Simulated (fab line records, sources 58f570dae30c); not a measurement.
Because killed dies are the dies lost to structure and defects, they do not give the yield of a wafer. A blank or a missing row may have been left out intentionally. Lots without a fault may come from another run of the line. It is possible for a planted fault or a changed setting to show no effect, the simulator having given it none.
Check for tools in common ; flow berkeley-cmos170 ; 14 lots, 42 wafers sampled

## WHY THIS WAS OPENED
2 of 14 lots carry a flag on the reading PWELL_NITRIDE_THK at UCB170_PWELL_THK_MEAS_06. No-fault wafers: 219.9 nm, standard deviation 2.3.
Rule: flag the lot when none of its wafers has a number, or when each of its wafers that has one lies beyond 4 standard deviations from that mean. The rest of the lots are taken to be sound.

lot;measured;on;PWELL_NITRIDE_THK (nm), wafer by wafer;flag
L464;day 2 21:26;film-metro-04;219.3 219.8 220.0;
L465;day 3 03:57;film-metro-02;220.0 220.3 219.4;
L466;day 3 14:20;film-metro-01;220.3 222.1 220.7;
L468;day 3 14:20;film-metro-02;225.8 222.9 223.9;
L467;day 3 14:22;film-metro-04;224.4 224.9 223.3;
L470;day 3 21:25;film-metro-04;376.6 376.2 375.6;FLAGGED
L469;day 3 23:22;film-metro-02;375.8 376.0 375.8;FLAGGED
L480;day 6 14:26;film-metro-04;217.0 218.4 217.7;
L482;day 6 22:00;film-metro-02;221.1 220.7 221.7;
L481;day 6 22:01;film-metro-04;217.1 217.7 217.1;
L484;day 7 14:58;film-metro-02;222.7 220.8 221.2;
L485;day 7 20:07;film-metro-01;216.0 217.1 216.8;
L486;day 7 20:08;film-metro-02;216.6 217.5 217.1;
L487;day 7 20:11;film-metro-04;221.2 220.2 220.5;
Average over the flagged lots: 376.0 nm; offset from the usual +156.1 nm, equal to +68 standard deviations.

## EACH LOT AND THE TOOL IT RAN ON
The record holds 1 process step before the reading, out of a route of 331 steps. Cell contents, in order: the tool; ch with the chambers the sampled wafers went through; the start.
lot;flag;UCB170_PWELL_CVD_05
L464;;lpcvd-02 ch 0, day 2 19:31
L465;;lpcvd-02 ch 0, day 3 02:01
L466;;lpcvd-01 ch 0, day 3 11:28
L468;;lpcvd-01 ch 0, day 3 11:28
L467;;lpcvd-01 ch 0, day 3 11:28
L470;FLAGGED;lpcvd-01 ch 0, day 3 19:29
L469;FLAGGED;lpcvd-01 ch 0, day 3 21:25
L480;;lpcvd-02 ch 1, day 6 12:31
L482;;lpcvd-01 ch 1, day 6 20:04
L481;;lpcvd-01 ch 1, day 6 20:04
L484;;lpcvd-02 ch 0, day 7 13:03
L485;;lpcvd-01 ch 1, day 7 18:13
L486;;lpcvd-01 ch 0, day 7 18:13
L487;;lpcvd-01 ch 0, day 7 18:13
What the steps here do:
- UCB170_PWELL_CVD_05: deposits Si3N4 from SiH2Cl2/NH3, target thk 220 nm, time 3300 s.
- UCB170_PWELL_THK_MEAS_06

## FLAGGED OVER TOTAL, TOOL BY TOOL (the gauges that took the reading come last)
step;tool;lots run;flagged;share of the flagged lots;sound lots run after its first flagged lot
UCB170_PWELL_CVD_05;lpcvd-01;10;2;all;5 (L481,L482,L485,L486,L487)
UCB170_PWELL_CVD_05;lpcvd-02;4;0;none;-
UCB170_PWELL_THK_MEAS_06;film-metro-01;2;0;none;-
UCB170_PWELL_THK_MEAS_06;film-metro-02;6;1;some;3 (L482,L484,L486)
UCB170_PWELL_THK_MEAS_06;film-metro-04;6;1;some;3 (L480,L481,L487)

## WHAT IS ALLOWED BY THE TABLE
Rows of the table that ran each flagged lot: 1, that is lpcvd-01 at UCB170_PWELL_CVD_05.
- lpcvd-01 at UCB170_PWELL_CVD_05 ran 10 lots, 2 of them flagged. After the first flagged lot (L481, L482, L485, L486, L487), sound lots still ran on it; a lasting fault on the whole tool would not permit that. Its own readings lie more than 4 standard deviations out on every wafer of the flagged lots: spike-tc-centre-C, spike-tc-load-C, spike-tc-source-C, susceptor-temp-C, zone-power-load-pct, zone-power-source-pct.
No row of the table ran every flagged lot and no sound lot after the first.

## WHAT THE SIMULATOR PUT IN
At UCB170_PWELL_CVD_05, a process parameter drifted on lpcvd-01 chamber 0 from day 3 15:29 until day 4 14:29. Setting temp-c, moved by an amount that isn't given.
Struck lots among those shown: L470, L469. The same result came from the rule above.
